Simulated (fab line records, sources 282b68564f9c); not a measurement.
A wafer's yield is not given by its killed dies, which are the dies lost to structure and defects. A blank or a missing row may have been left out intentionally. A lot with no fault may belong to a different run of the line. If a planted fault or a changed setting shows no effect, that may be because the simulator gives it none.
What tool caused it? :: flow ritCmos :: 42 wafers from 14 lots sampled at 5 of the route's 202 steps

WHAT THE GAUGES READ, wafer by wafer
RIT_CONTACT_OVL_MEAS_09. Usual: CONTACT_OVL gives 0.7 nm (standard deviation 1.5).
lot: L632
measured: day 3 07:58
on: overlay-02
CONTACT_OVL (nm): 1.0 1.0 0.1
flag: 

lot: L633
measured: day 3 13:43
on: overlay-02
CONTACT_OVL (nm): -1.4 0.4 -0.8
flag: 

lot: L634
measured: day 3 16:32
on: overlay-01
CONTACT_OVL (nm): 3.4 2.4 1.5
flag: 

lot: L635
measured: day 3 23:19
on: overlay-02
CONTACT_OVL (nm): 1.1 -0.9 -0.1
flag: 

lot: L636
measured: day 4 03:25
on: overlay-02
CONTACT_OVL (nm): 0.3 1.2 0.6
flag: 

lot: L637
measured: day 4 07:10
on: overlay-02
CONTACT_OVL (nm): 2.4 2.6 0.8
flag: 

lot: L638
measured: day 4 10:17
on: overlay-01
CONTACT_OVL (nm): 2.9 2.1 2.4
flag: 

lot: L639
measured: day 4 18:53
on: overlay-02
CONTACT_OVL (nm): 3.7 4.2 2.7
flag: 

lot: L640
measured: day 4 20:35
on: overlay-02
CONTACT_OVL (nm): 1.4 0.4 0.1
flag: 

lot: L646
measured: day 6 02:40
on: overlay-02
CONTACT_OVL (nm): 241.9 242.4 241.5
flag: OFF

lot: L648
measured: day 6 12:29
on: overlay-02
CONTACT_OVL (nm): 239.4 238.8 239.7
flag: OFF

lot: L651
measured: day 7 04:35
on: overlay-02
CONTACT_OVL (nm): 1.7 1.8 1.8
flag: 

lot: L653
measured: day 7 15:02
on: overlay-01
CONTACT_OVL (nm): 2.3 1.4 2.4
flag: 

lot: L655
measured: day 8 03:58
on: overlay-01
CONTACT_OVL (nm): -0.9 0.3 0.6
flag: 

RIT_CONTACT_CD_MEAS_90 targets a cd of 1000 nm. Usual: cdNm reads 999.5 nm (standard deviation 2).
lot: L632
measured: day 3 08:32
on: cdSem-02
cdNm (nm): 998.9 1000.7 997.8
flag: 

lot: L633
measured: day 3 14:17
on: cdSem-01
cdNm (nm): 1001.8 1001.3 1002.2
flag: 

lot: L634
measured: day 3 17:16
on: cdSem-02
cdNm (nm): 997.1 998.8 997.1
flag: 

lot: L635
measured: day 3 23:52
on: cdSem-01
cdNm (nm): 999.7 998.8 999.2
flag: 

lot: L636
measured: day 4 03:59
on: cdSem-02
cdNm (nm): 997.5 998.5 1000.4
flag: 

lot: L637
measured: day 4 07:44
on: cdSem-02
cdNm (nm): 1003.0 999.6 1000.7
flag: 

lot: L638
measured: day 4 10:50
on: cdSem-01
cdNm (nm): 1003.3 1000.4 1002.4
flag: 

lot: L639
measured: day 4 19:27
on: cdSem-01
cdNm (nm): 1002.7 1000.5 1002.9
flag: 

lot: L640
measured: day 4 21:10
on: cdSem-02
cdNm (nm): 1001.7 1000.1 999.2
flag: 

lot: L646
measured: day 6 03:16
on: cdSem-01
cdNm (nm): 999.0 997.7 998.8
flag: 

lot: L648
measured: day 6 13:03
on: cdSem-01
cdNm (nm): 998.1 997.8 999.6
flag: 

lot: L651
measured: day 7 05:08
on: cdSem-02
cdNm (nm): 999.1 999.7 1000.8
flag: 

lot: L653
measured: day 7 15:37
on: cdSem-01
cdNm (nm): 996.3 997.0 996.2
flag: 

lot: L655
measured: day 8 04:32
on: cdSem-02
cdNm (nm): 998.8 999.8 998.7
flag: 

RIT_M1_BOW_MEAS_16. Usual: M1_BOW gives 18 um (standard deviation 6.2).
lot: L632
measured: day 3 13:04
on: filmMetro-03
M1_BOW (um): 26 9 22
flag: 

lot: L633
measured: day 3 20:34
on: filmMetro-03
M1_BOW (um): 28 22 15
flag: 

lot: L634
measured: day 4 00:45
on: filmMetro-02
M1_BOW (um): 10 23 11
flag: 

lot: L635
measured: day 4 04:23
on: filmMetro-02
M1_BOW (um): 21 21 19
flag: 

lot: L636
measured: day 4 08:55
on: filmMetro-01
M1_BOW (um): 25 10 19
flag: 

lot: L637
measured: day 4 12:29
on: filmMetro-01
M1_BOW (um): 29 28 27
flag: 

lot: L638
measured: day 4 15:25
on: filmMetro-02
M1_BOW (um): 12 21 15
flag: 

lot: L639
measured: day 5 00:49
on: filmMetro-02
M1_BOW (um): 11 14 4
flag: 

lot: L640
measured: day 5 02:21
on: filmMetro-03
M1_BOW (um): 20 22 16
flag: 

lot: L646
measured: day 6 08:23
on: filmMetro-02
M1_BOW (um): 8 20 20
flag: 

lot: L648
measured: day 6 20:06
on: filmMetro-01
M1_BOW (um): 20 15 15
flag: 

lot: L651
measured: day 7 10:13
on: filmMetro-03
M1_BOW (um): 15 18 20
flag: 

lot: L653
measured: day 7 20:59
on: filmMetro-03
M1_BOW (um): 14 20 10
flag: 

lot: L655
measured: day 8 09:04
on: filmMetro-02
M1_BOW (um): 23 11 22
flag: 

WHAT TOOL EACH LOT RAN ON (gives the tool, then ch and the chambers of the sampled wafers, and finally the start)
lot: L632
RIT_CONTACT_EXPOSE_05: ilineStepper-01 ch 0, day 3 07:21
RIT_M1_STRIP_14: plasmaAsher-03 ch 0,1, day 3 11:15

lot: L633
RIT_CONTACT_EXPOSE_05: ilineStepper-01 ch 0, day 3 13:04
RIT_M1_STRIP_14: plasmaAsher-01 ch 1, day 3 17:04

lot: L634
RIT_CONTACT_EXPOSE_05: ilineStepper-02 ch 0, day 3 15:54
RIT_M1_STRIP_14: plasmaAsher-03 ch 0,1, day 3 19:59

lot: L635
RIT_CONTACT_EXPOSE_05: ilineStepper-02 ch 0, day 3 22:41
RIT_M1_STRIP_14: plasmaAsher-03 ch 0,1, day 4 02:35

lot: L636
RIT_CONTACT_EXPOSE_05: ilineStepper-01 ch 0, day 4 02:47
RIT_M1_STRIP_14: plasmaAsher-03 ch 0, day 4 06:46

lot: L637
RIT_CONTACT_EXPOSE_05: ilineStepper-02 ch 0, day 4 06:32
RIT_M1_STRIP_14: plasmaAsher-03 ch 0,1, day 4 10:24

lot: L638
RIT_CONTACT_EXPOSE_05: ilineStepper-02 ch 0, day 4 09:33
RIT_M1_STRIP_14: plasmaAsher-02 ch 0,1, day 4 13:37

lot: L639
RIT_CONTACT_EXPOSE_05: ilineStepper-02 ch 0, day 4 18:16
RIT_M1_STRIP_14: plasmaAsher-01 ch 0,1, day 4 22:02

lot: L640
RIT_CONTACT_EXPOSE_05: ilineStepper-02 ch 0, day 4 19:59
RIT_M1_STRIP_14: plasmaAsher-03 ch 0,1, day 4 23:55

lot: L646
RIT_CONTACT_EXPOSE_05: ilineStepper-01 ch 0, day 6 02:04
RIT_M1_STRIP_14: plasmaAsher-02 ch 0,1, day 6 05:58

lot: L648
RIT_CONTACT_EXPOSE_05: ilineStepper-01 ch 0, day 6 11:52
RIT_M1_STRIP_14: plasmaAsher-02 ch 0,1, day 6 15:47

lot: L651
RIT_CONTACT_EXPOSE_05: ilineStepper-02 ch 0, day 7 03:44
RIT_M1_STRIP_14: plasmaAsher-02 ch 0,1, day 7 07:53

lot: L653
RIT_CONTACT_EXPOSE_05: ilineStepper-02 ch 0, day 7 14:25
RIT_M1_STRIP_14: plasmaAsher-02 ch 0,1, day 7 18:20

lot: L655
RIT_CONTACT_EXPOSE_05: ilineStepper-02 ch 0, day 8 03:21
RIT_M1_STRIP_14: plasmaAsher-02 ch 0,1, day 8 07:08
- RIT_CONTACT_EXPOSE_05: exposes mask M11, target cd 1000 nm.
- RIT_M1_STRIP_14: strips in O2, time 180 s.

WHAT THE TOOLS THEMSELVES READ (means of the sampled wafers that have a number; where no wafer has one, the mark that the record gives instead)
RIT_M1_STRIP_14. Usual: chamberPressureMTorr 3999 mTorr, standard deviation 3.9; drypumpMotorCurrentA 5.9 A, standard deviation 0.3.
lot: L632
tool: plasmaAsher-03
chamberPressureMTorr (mTorr): 4001
drypumpMotorCurrentA (A): 6.1
flag: 

lot: L633
tool: plasmaAsher-01
chamberPressureMTorr (mTorr): 3998
drypumpMotorCurrentA (A): 6.1
flag: 

lot: L634
tool: plasmaAsher-03
chamberPressureMTorr (mTorr): 4001
drypumpMotorCurrentA (A): 6.1
flag: 

lot: L635
tool: plasmaAsher-03
chamberPressureMTorr (mTorr): 3998
drypumpMotorCurrentA (A): 6.0
flag: 

lot: L636
tool: plasmaAsher-03
chamberPressureMTorr (mTorr): 3999
drypumpMotorCurrentA (A): 6.1
flag: 

lot: L637
tool: plasmaAsher-03
chamberPressureMTorr (mTorr): 3996
drypumpMotorCurrentA (A): 6.0
flag: 

lot: L638
tool: plasmaAsher-02
chamberPressureMTorr (mTorr): 4000
drypumpMotorCurrentA (A): 5.8
flag: 

lot: L639
tool: plasmaAsher-01
chamberPressureMTorr (mTorr): 3999
drypumpMotorCurrentA (A): 5.6
flag: 

lot: L640
tool: plasmaAsher-03
chamberPressureMTorr (mTorr): 3998
drypumpMotorCurrentA (A): 6.0
flag: 

lot: L646
tool: plasmaAsher-02
chamberPressureMTorr (mTorr): 3996
drypumpMotorCurrentA (A): 5.5
flag: 

lot: L648
tool: plasmaAsher-02
chamberPressureMTorr (mTorr): 4001
drypumpMotorCurrentA (A): 5.8
flag: 

lot: L651
tool: plasmaAsher-02
chamberPressureMTorr (mTorr): 4000
drypumpMotorCurrentA (A): 5.6
flag: 

lot: L653
tool: plasmaAsher-02
chamberPressureMTorr (mTorr): 4003
drypumpMotorCurrentA (A): 5.8
flag: 

lot: L655
tool: plasmaAsher-02
chamberPressureMTorr (mTorr): 3999
drypumpMotorCurrentA (A): 5.8
flag: 

THE ANSWER, worked out from the rows above alone
Rule: a lot counts as off when the mean over its wafers that have a number is more than 3 standard deviations away from the usual mean. Also off: a lot with no number at a reading for which 4 or more lots have one. Any other lot the step has rows for is counted as sound. Order of review: gauges by route order, followed by the tools' own readings, for which a lot's mean as printed above is used. At the first step where some lot is off, the reading lying furthest off is the one used; lots without a number count as furthest.
Off: L646, L648, seen at RIT_CONTACT_OVL_MEAS_09 (CONTACT_OVL).
If a tool, at a process step before that reading, ran all the lots that are off and no sound lot after the first of them, it fits. Gauges at RIT_CONTACT_OVL_MEAS_09: tried the same way as those tools. One fits: ilineStepper-01 at RIT_CONTACT_EXPOSE_05. Its last sound lot is L636 (day 4 02:47), its first lot that is off L646 (day 6 02:04): a fault that began between those two fits.

WHAT THE SIMULATOR PUT IN
Scanner matching overlay: ilineStepper-01, from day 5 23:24 on, at RIT_CONTACT_EXPOSE_05. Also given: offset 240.
Shown lots that were struck: L646, L648. This agrees with what the rule above found.
